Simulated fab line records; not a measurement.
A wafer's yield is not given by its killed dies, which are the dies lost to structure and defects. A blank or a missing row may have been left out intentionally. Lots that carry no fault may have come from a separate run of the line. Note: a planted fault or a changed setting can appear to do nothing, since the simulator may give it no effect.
fab line records	flow ritCmos
[record] lots = 6	wafers = 18	lastDay = 7
route steps=202 shown NWELL@35 PWELL@39 WELLDRIVE@50 NRETRO@53 M1@202
lots with no fault: from the same line, run without faults
startH: hours from the record's opening day to when the first of the lot's shown wafers began	waitH: time in hours since the lot's previous step	" as in the row above	L1.1+2: one row covering several wafers at once	- no value present, or no start provided	* or withheld: withheld	< > ~ a bound
route shown NAME@n: NAME is a module with steps in the file, n the number in the route of the first one	usual: mean/standard deviation of fault-free wafers	same: alike in all rows	chamber/n: place in a boat	sites: each site's reading	_std_site: how widely they spread, as a standard deviation	_edge_site: outer sites' mean less inner sites'	radiusMm: for every site, how far away it sits from the centre of the wafer	mask NAME#n: copy n	behind: tool/chamber where the wafer was last shaped	hold: reason for holding the lot/hours on hold/outcome of the hold	device: whichever transistor did not switch (one of n, p or np)	end of line: tests run on the same wafers once the route is complete	a step without rows: its recipe alone	killed: the dies lost at the first sort to structure and to defects; this is not the yield of the wafer	map: a wafer's dies, marking killed ones x, the rest . and places with no die _
set.NAME: the setting that was run; set.NAME@STEP: the one run at that earlier step	model.NAME: the simulator's own value behind a step, which no gauge read
certain route steps with their lots: each step a table, each wafer a row
services: a tool's chamber out of use, with start hour (startH, from the record's first day; less than 0 if before it), hours out, and reason
[[steps]]
[step RIT_NWELL_HARDBAKE_07]
[recipe] resist = NOVOLAK	tempC = 140	timeS = 120
[step RIT_NWELL_IMPLANT_08]
[recipe] species = P	energyKev = 170	doseCm2 = 5e+13	tiltDeg = 7
[step RIT_NWELL_STRIP_09]
[recipe] chemistry = O2	timeS = 180	resist = NOVOLAK	platenTempC = withheld	powerW = 500	pressureMtorr = 4000	o2FlowSccm = 4000
[usual] drypumpMotorCurrentA = 5.73/0.29
lot.wafer	tool	chamber	startH	waitH	drypumpMotorCurrentA	rfHoursCounterH
L760.1	plasmaAsher-01	1	27.78	0.1	5.52	39
L760.2	"	0	"	"	6.21	39
L760.5	"	1	"	"	5.53	-
L765.1	plasmaAsher-04	0	53.17	0.1	5.37	40
L765.3	"	0	"	"	5.39	-
L765.6	"	1	"	"	5.55	-
L770.1	plasmaAsher-01	1	79.18	0.1	5.55	44
L770.2	"	0	"	"	6.23	44
L770.6	"	1	"	"	5.53	-
L771.1	plasmaAsher-03	1	84.38	0.1	5.79	29
L771.3	"	1	"	"	5.82	-
L771.4	"	0	"	"	6.02	-
L777.1	plasmaAsher-01	0	114.29	0.1	6.22	48
L777.4	"	1	"	"	5.53	-
L777.5	"	1	"	"	5.54	-
L781.3	plasmaAsher-03	1	132.43	0.1	5.80	-
L781.4	"	0	"	"	6.07	-
L781.5	"	1	"	"	5.82	-
[step RIT_NWELL_TW_MEAS_10]
[usual] NWELL_TW = 2148/14
lot.wafer	tool	chamber	startH	waitH	NWELL_TW
L760.1	filmMetro-03	-	27.95	0.1	2143
L760.2	"	-	"	"	2167
L760.5	"	-	"	"	2154
L765.1	filmMetro-03	-	53.34	0.1	2138
L765.3	"	-	"	"	2149
L765.6	"	-	"	"	2145
L770.1	filmMetro-04	-	79.35	0.1	2152
L770.2	"	-	"	"	2155
L770.6	"	-	"	"	2154
L771.1	filmMetro-04	-	84.56	0.1	2148
L771.3	"	-	"	"	2155
L771.4	"	-	"	"	2144
L777.1	filmMetro-02	-	114.46	0.1	2126
L777.4	"	-	"	"	2123
L777.5	"	-	"	"	2123
L781.3	filmMetro-02	-	132.57	0.1	2162
L781.4	"	-	"	"	2150
L781.5	"	-	"	"	2157
[step RIT_PWELL_HMDS_00]
[recipe] primeTimeS = 60	primeTempC = 140
[step RIT_PWELL_COAT_01]
[recipe] resist = NOVOLAK	spinRpm = 2000	resistThkNm = 1300
[step RIT_PWELL_SOFTBAKE_02]
[recipe] resist = NOVOLAK	tempC = 90	timeS = 62.36
[usual] plateSensorTCentreC = 90.969/0.0095	plateSensorTEdgeC = 91.020/0.01
lot.wafer	tool	chamber	startH	waitH	plateSensorTCentreC	plateSensorTEdgeC
L760.1	lithoTrack-01	0	28.31	0.1	90.978	91.045
L760.2	"	0	"	"	90.961	91.040
L760.5	"	0	"	"	90.970	91.014
L765.1	lithoTrack-02	0	53.70	0.1	90.978	91.035
L765.3	"	0	"	"	90.967	91.002
L765.6	"	0	"	"	90.977	91.020
L770.1	lithoTrack-03	0	79.71	0.1	90.974	91.031
L770.2	"	0	"	"	90.953	91.026
L770.6	"	0	"	"	90.973	91.026
L771.1	lithoTrack-03	0	84.92	0.1	90.973	91.030
L771.3	"	0	"	"	90.976	91.021
L771.4	"	0	"	"	90.969	91.002
L777.1	lithoTrack-02	0	114.82	0.1	90.967	91.012
L777.4	"	0	"	"	90.971	91.031
L777.5	"	0	"	"	90.950	91.028
L781.3	lithoTrack-01	0	132.96	0.1	90.985	91.001
L781.4	"	0	"	"	90.976	91.033
L781.5	"	0	"	"	90.952	91.030
[step RIT_PWELL_EXPOSE_03]
[recipe] maskId = M3	na = 0.57	targetCdNm = 43700	doseMj = 250
[step RIT_PWELL_PEB_04]
[recipe] resist = NOVOLAK	tempC = withheld	timeS = withheld
[step RIT_PWELL_DEVELOP_05]
[recipe] resist = NOVOLAK	developTimeS = 68	devTempC = 23
[step RIT_PWELL_OVL_MEAS_06]
[usual] PWELL_OVL = -0.9/1.6
lot.wafer	tool	chamber	startH	waitH	PWELL_OVL[nm]
L760.1	overlay-02	-	29.02	-	0.3
L760.2	"	-	"	"	1.9
L760.5	"	-	"	"	-0.7
L765.1	overlay-01	-	54.28	-	-0.3
L765.3	"	-	"	"	0.4
L765.6	"	-	"	"	-0.4
L770.1	overlay-02	-	80.42	-	-2.2
L770.2	"	-	"	"	-2.9
L770.6	"	-	"	"	-2.6
L771.1	overlay-02	-	85.50	-	-2.3
L771.3	"	-	"	"	-3.8
L771.4	"	-	"	"	-1.9
L777.1	overlay-01	-	115.53	-	-0.7
L777.4	"	-	"	"	-0.8
L777.5	"	-	"	"	-0.4
L781.3	overlay-01	-	133.63	-	-2.2
L781.4	"	-	"	"	-2.8
L781.5	"	-	"	"	-3.0
[step RIT_PWELL_HARDBAKE_07]
[recipe] resist = NOVOLAK	tempC = 140	timeS = 120
[step RIT_PWELL_IMPLANT_08]
[recipe] species = B	energyKev = 170	doseCm2 = 7e+13	tiltDeg = 7
[usual] beamEnergyKeV = 169.99/0.049	doseIonsCm2 = 7.002e+13/7.1e+10	faradayCurrentUA = 222/4
lot.wafer	tool	chamber	startH	waitH	beamEnergyKeV	doseIonsCm2	faradayCurrentUA
L760.1	implanter-04	0	29.30	0.2	169.96	7.013e+13	219
L760.2	"	0	"	"	170.00	7.004e+13	216
L760.5	"	0	"	"	170.03	7.009e+13	223
L765.1	implanter-02	0	54.57	0.2	169.93	6.99e+13	222
L765.3	"	0	"	"	169.98	7.011e+13	222
L765.6	"	0	"	"	169.98	7.008e+13	220
L770.1	implanter-04	0	80.71	0.2	170.05	8.863e+13	280
L770.2	"	0	"	"	169.91	8.873e+13	275
L770.6	"	0	"	"	170.07	8.871e+13	282
L771.1	implanter-04	0	85.78	0.2	169.91	8.848e+13	277
L771.3	"	0	"	"	170.01	8.851e+13	282
L771.4	"	0	"	"	169.93	8.854e+13	281
L777.1	implanter-02	0	115.81	0.2	170.10	6.997e+13	224
L777.4	"	0	"	"	170.04	7.009e+13	223
L777.5	"	0	"	"	170.01	7.007e+13	230
L781.3	implanter-02	0	133.95	0.2	169.94	6.997e+13	222
L781.4	"	0	"	"	170.01	7.003e+13	220
L781.5	"	0	"	"	169.99	6.996e+13	220
[step RIT_PWELL_STRIP_09]
[recipe] chemistry = O2	timeS = 180	resist = NOVOLAK	platenTempC = withheld	powerW = 500	pressureMtorr = 4000	o2FlowSccm = 4000
[usual] drypumpMotorCurrentA = 5.82/0.26
lot.wafer	tool	chamber	startH	waitH	drypumpMotorCurrentA	rfHoursCounterH
L760.1	plasmaAsher-02	1	29.45	0.1	6.15	38
L760.2	"	0	"	"	5.86	38
L760.5	"	1	"	"	6.15	-
L765.1	plasmaAsher-02	1	54.72	0.1	6.17	41
L765.3	"	1	"	"	6.16	-
L765.6	"	1	"	"	6.14	-
L770.1	plasmaAsher-04	0	80.86	0.1	5.46	43
L770.2	"	1	"	"	5.57	43
L770.6	"	1	"	"	5.57	-
L771.1	plasmaAsher-02	0	85.93	0.1	5.79	44
L771.3	"	1	"	"	6.14	-
L771.4	"	0	"	"	5.81	-
L777.1	plasmaAsher-02	1	115.96	0.1	6.16	47
L777.4	"	0	"	"	5.85	-
L777.5	"	0	"	"	5.84	-
L781.3	plasmaAsher-04	0	134.11	0.1	5.38	-
L781.4	"	1	"	"	5.58	-
L781.5	"	1	"	"	5.57	-
[step RIT_PWELL_TW_MEAS_10]
[usual] PWELL_TW = 952/8.9
lot.wafer	tool	chamber	startH	waitH	PWELL_TW
L760.1	filmMetro-04	-	29.63	0.1	961
L760.2	"	-	"	"	964
L760.5	"	-	"	"	954
L765.1	filmMetro-02	-	54.89	0.1	934
L765.3	"	-	"	"	932
L765.6	"	-	"	"	931
L770.1	filmMetro-03	-	81.03	0.1	1030
L770.2	"	-	"	"	1025
L770.6	"	-	"	"	1036
L771.1	filmMetro-04	-	86.11	0.1	1035
L771.3	"	-	"	"	1030
L771.4	"	-	"	"	1035
L777.1	filmMetro-03	-	116.14	0.1	951
L777.4	"	-	"	"	951
L777.5	"	-	"	"	948
L781.3	filmMetro-02	-	134.25	0.1	957
L781.4	"	-	"	"	961
L781.5	"	-	"	"	964
[step RIT_WELLDRIVE_ANNEAL_00]
[recipe] tempC = 1100	timeS = 14700	ambient = N2
[step RIT_WELLDRIVE_RS_MEAS_01]
[recipe] thkMeasGauge = four-point-probe
[usual] NWELL_RS = 275.6/0.67
lot.wafer	tool	chamber	startH	waitH	NWELL_RS[ohm/sq]
L760.1	filmMetro-04	-	36.04	0.0	275.9
L760.2	"	-	"	"	275.3
L760.5	"	-	"	"	275.2
L765.1	filmMetro-03	-	60.75	0.0	275.2
L765.3	"	-	"	"	275.2
L765.6	"	-	"	"	273.9
L770.1	filmMetro-02	-	86.90	0.0	275.0
L770.2	"	-	"	"	274.8
L770.6	"	-	"	"	275.8
L771.1	filmMetro-03	-	93.06	0.0	276.1
L771.3	"	-	"	"	276.1
L771.4	"	-	"	"	276.3
L777.1	filmMetro-04	-	122.83	0.0	276.0
L777.4	"	-	"	"	276.4
L777.5	"	-	"	"	276.6
L781.3	filmMetro-02	-	140.58	0.0	275.1
L781.4	"	-	"	"	275.3
L781.5	"	-	"	"	275.4
[step RIT_WELLDRIVE_RS_MEAS_02]
[recipe] thkMeasGauge = four-point-probe
[usual] PWELL_RS = 429.9/1.3
lot.wafer	tool	chamber	startH	waitH	PWELL_RS[ohm/sq]
L760.1	filmMetro-04	-	36.16	0.1	430.6
L760.2	"	-	"	"	431.5
L760.5	"	-	"	"	430.6
L765.1	filmMetro-03	-	60.87	0.1	430.9
L765.3	"	-	"	"	429.6
L765.6	"	-	"	"	429.8
L770.1	filmMetro-02	-	87.02	0.1	371.1
L770.2	"	-	"	"	370.1
L770.6	"	-	"	"	370.6
L771.1	filmMetro-03	-	93.18	0.1	369.4
L771.3	"	-	"	"	369.7
L771.4	"	-	"	"	370.2
L777.1	filmMetro-04	-	122.95	0.1	430.4
L777.4	"	-	"	"	431.1
L777.5	"	-	"	"	430.3
L781.3	filmMetro-02	-	140.70	0.1	427.8
L781.4	"	-	"	"	429.9
L781.5	"	-	"	"	428.4
[step RIT_NRETRO_HMDS_00]
[recipe] primeTimeS = 60	primeTempC = 140
[step RIT_M1_PROBE_99]
[usual] killed_at_M0_to_M3 = 0.0/0.16	killedAtFrontEnd = 7.2/2.5	killedDies = 7.3/2.5	killedOpen = 3.8/1.9	killedShort = 3.5/1.8
[same] grossDies = 264	killed_at_M4_up = 0	killedAtBackSide = 0	killedAtContacts = 0	killedAtOther = 0
lot.wafer	tool	chamber	startH	waitH	killed_at_M0_to_M3	killedAtFrontEnd	killedDies	killedOpen	killedShort	model.etest.nmos_0p3.rOnOhmUm	model.etest.nmos_0p15.rOnOhmUm	model.etest.pwellPinched.rsOhmSq	model.etest.pwell.rsOhmSq	model.etest.nmosTurned.driveUaUm	model.etest.nmos_0p15.driveUaUm	model.etest.nmos_0p3.driveUaUm	model.etest.nmosNarrow.driveUaUm
L760.1	prober-01	-	66.45	0.1	0	8	8	3	5	2097	1079	464.4	418.3	346	483.8	231.9	234.9
L760.2	prober-01	-	66.50	0.1	0	8	8	4	4	2144	1103	454.8	410.1	334.2	474.8	224	228
L760.5	prober-01	-	66.65	0.2	0	11	11	6	5	2135	1089	460.4	411.4	344.1	482.1	225.7	230.2
L765.1	prober-01	-	93.54	0.1	1	7	8	3	5	2129	1115	456.1	412.2	334.3	471.6	227.2	224
L765.3	prober-01	-	93.64	0.2	0	10	10	5	5	2168	1144	456	409	340.1	474.4	225.2	226
L765.6	prober-01	-	93.79	0.2	0	6	6	2	4	2161	1129	454.2	409.9	337.9	468.9	226.8	224.6
L770.1	prober-01	-	118.15	0.1	0	5	5	4	1	2339	1203	396.6	364.4	274.9	415.1	194.2	190.5
L770.2	prober-01	-	118.20	0.1	0	10	10	7	3	2325	1157	391	361.7	282	424.4	192.6	189.6
L770.6	prober-01	-	118.40	0.2	0	10	10	6	4	2390	1234	397.2	362.6	270.9	409.6	188.6	185.7
L771.1	prober-02	-	123.70	0.1	0	9	9	6	3	2410	1268	399.3	355.6	262.5	403.4	191.5	187.6
L771.3	prober-02	-	123.80	0.2	0	6	6	4	2	2422	1236	389	354.2	249.1	387.6	182.6	180
L771.4	prober-02	-	123.85	0.2	0	5	5	2	3	2355	1207	392.9	353.1	266	412.6	190.7	189.3
L777.1	prober-02	-	152.76	0.1	0	10	10	6	4	2204	1226	473.6	420.6	326.8	448.1	228.4	232.4
L777.4	prober-02	-	152.91	0.2	0	8	8	5	3	2161	1159	454.4	415.6	330.2	453.6	231.9	233
L777.5	prober-02	-	152.96	0.2	0	9	9	1	8	2150	1166	457.2	415.2	332.4	455.7	233.6	234
L781.3	prober-02	-	172.11	0.2	0	6	6	3	3	2216	1174	460.3	418.8	308.6	454.4	219.7	218.4
L781.4	prober-02	-	172.16	0.2	0	10	10	6	4	2211	1175	463.1	414.7	319.1	462.1	225.2	223.3
L781.5	prober-02	-	172.21	0.2	0	4	4	1	3	2205	1161	451.9	412.8	308.6	459.3	223.3	227.9
// killed by level:class
L760.1 GATE:geometricParticle:short=4 SPACER:geometricParticle:open=2 FOX1:geometricParticle:short=1 GATE:geometricParticle:open=1
L760.2 GATE:geometricParticle:open=3 SILICIDE:geometricParticle:short=2 FOX2:geometricParticle:open=1 GATE:geometricParticle:short=1 REOX:geometricParticle:short=1
L760.5 REOX:geometricParticle:open=3 GATE:geometricParticle:short=2 REOX:geometricParticle:short=2 FOX1:geometricParticle:short=1 FOX2:geometricParticle:open=1 GATE:geometricParticle:open=1 SILICIDE:geometricParticle:open=1
L765.1 FOX2:geometricParticle:short=2 GATE:geometricParticle:short=1 GATE:geometricParticle:open=1 REOX:geometricParticle:open=1 SILICIDE:geometricParticle:open=1 SILICIDE:geometricParticle:short=1 M1:geometricParticle:short=1
L765.3 GATE:geometricParticle:open=3 SILICIDE:geometricParticle:short=2 FOX2:geometricParticle:short=1 GATE:geometricParticle:short=1 REOX:geometricParticle:short=1 REOX:geometricParticle:open=1 SILICIDE:geometricParticle:open=1
L765.6 FOX1:geometricParticle:short=2 GATE:geometricParticle:short=1 GATE:geometricParticle:open=1 SPACER:geometricParticle:open=1 SILICIDE:geometricParticle:short=1
L770.1 GATE:geometricParticle:open=2 FOX1:geometricParticle:open=1 FOX2:geometricParticle:open=1 GATE:geometricParticle:short=1
L770.2 FOX1:geometricParticle:open=2 REOX:geometricParticle:short=2 SILICIDE:geometricParticle:open=2 FOX2:geometricParticle:open=1 GATE:geometricParticle:open=1 GATE:geometricParticle:short=1 REOX:geometricParticle:open=1
L770.6 GATE:geometricParticle:open=4 SILICIDE:geometricParticle:short=2 FOX1:geometricParticle:open=1 FOX1:geometricParticle:short=1 REOX:geometricParticle:short=1 SILICIDE:geometricParticle:open=1
L771.1 GATE:geometricParticle:short=3 FOX2:geometricParticle:open=2 GATE:geometricParticle:open=2 SILICIDE:geometricParticle:open=2
L771.3 REOX:geometricParticle:short=2 GATE:geometricParticle:open=1 REOX:geometricParticle:open=1 SPACER:geometricParticle:open=1 SILICIDE:geometricParticle:open=1
L771.4 GATE:geometricParticle:short=2 GATE:geometricParticle:open=1 REOX:geometricParticle:short=1 SPACER:geometricParticle:open=1
L777.1 FOX1:geometricParticle:short=2 GATE:geometricParticle:open=2 SPACER:geometricParticle:open=2 FOX2:geometricParticle:open=1 GATE:geometricParticle:short=1 REOX:geometricParticle:open=1 SPACER:geometricParticle:short=1
L777.4 GATE:geometricParticle:open=2 REOX:geometricParticle:short=2 FOX1:geometricParticle:open=1 REOX:geometricParticle:open=1 SPACER:geometricParticle:open=1 SPACER:geometricParticle:short=1
L777.5 REOX:geometricParticle:short=3 GATE:geometricParticle:short=2 SPACER:geometricParticle:short=2 GATE:geometricParticle:open=1 SILICIDE:geometricParticle:short=1
L781.3 GATE:geometricParticle:open=3 GATE:geometricParticle:short=3
L781.4 GATE:geometricParticle:open=4 SPACER:geometricParticle:open=2 FOX2:geometricParticle:short=1 GATE:geometricParticle:short=1 REOX:geometricParticle:short=1 SPACER:geometricParticle:short=1
L781.5 GATE:geometricParticle:short=3 REOX:geometricParticle:open=1
[[services]]
tool	chamber	startH	hours	kind
plasmaAsher-03	-	24.30	2.2	repair
implanter-04	-	44.46	2.6	repair
implanter-02	-	49.55	4.1	pm
plasmaAsher-02	-	79.75	1.5	repair
plasmaAsher-03	-	80.05	2.8	pm
plasmaAsher-01	-	86.60	2.0	repair
plasmaAsher-04	-	108.75	9.0	pm
plasmaAsher-04	0	108.75	9.0	ventCycle
plasmaAsher-04	1	108.75	9.0	ventCycle
plasmaAsher-04	0	117.75	-	clean
plasmaAsher-04	1	117.75	-	clean
implanter-04	-	125.63	4.2	pm
implanter-04	-	133.28	2.0	repair
[[key]]
[firstSign] step = RIT_PWELL_IMPLANT_08	reading = doseIonsCm2	direction = up	sigmas = 99+	usual = 7.002e+13	struck = 8.86e+13
[effect] step = RIT_PWELL_IMPLANT_08	reading = faradayCurrentUA	direction = up	sigmas = 14	usual = 222	struck = 279
[effect] step = RIT_PWELL_TW_MEAS_10	reading = PWELL_TW	direction = up	sigmas = 9.1	usual = 952	struck = 1032
[effect] step = RIT_WELLDRIVE_RS_MEAS_02	reading = PWELL_RS	direction = down	sigmas = 45	usual = 429.9	struck = 370.2
[modelEffect] step = RIT_M1_PROBE_99	value = etest.nmos_0p3.rOnOhmUm	without = 2176	struck = 2373
metAt RIT_PWELL_IMPLANT_08
struckWafers L770.1,L770.2,L770.6,L771.1,L771.3,L771.4
testerLeftOut L770,L771
onsetBetween 29.30 80.71
[fault] kind = processParameterDrift	tool = implanter-04	chamber = -	onsetH = 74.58	steps = RIT_PWELL_IMPLANT_08	channel = doseCm2	offset = 1.8561e+13	shape = step	endH = 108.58	actsIn = theseRecipesOnly	stated = 7e+13
// testerLeftOut: of these lots the tester's yield and bins aren't shown, on N5 and GAA mostly nor the transistor test; their killed dies are dies lost to structure and defects alone, not to doping, threshold or leakage, so they don't give the yield
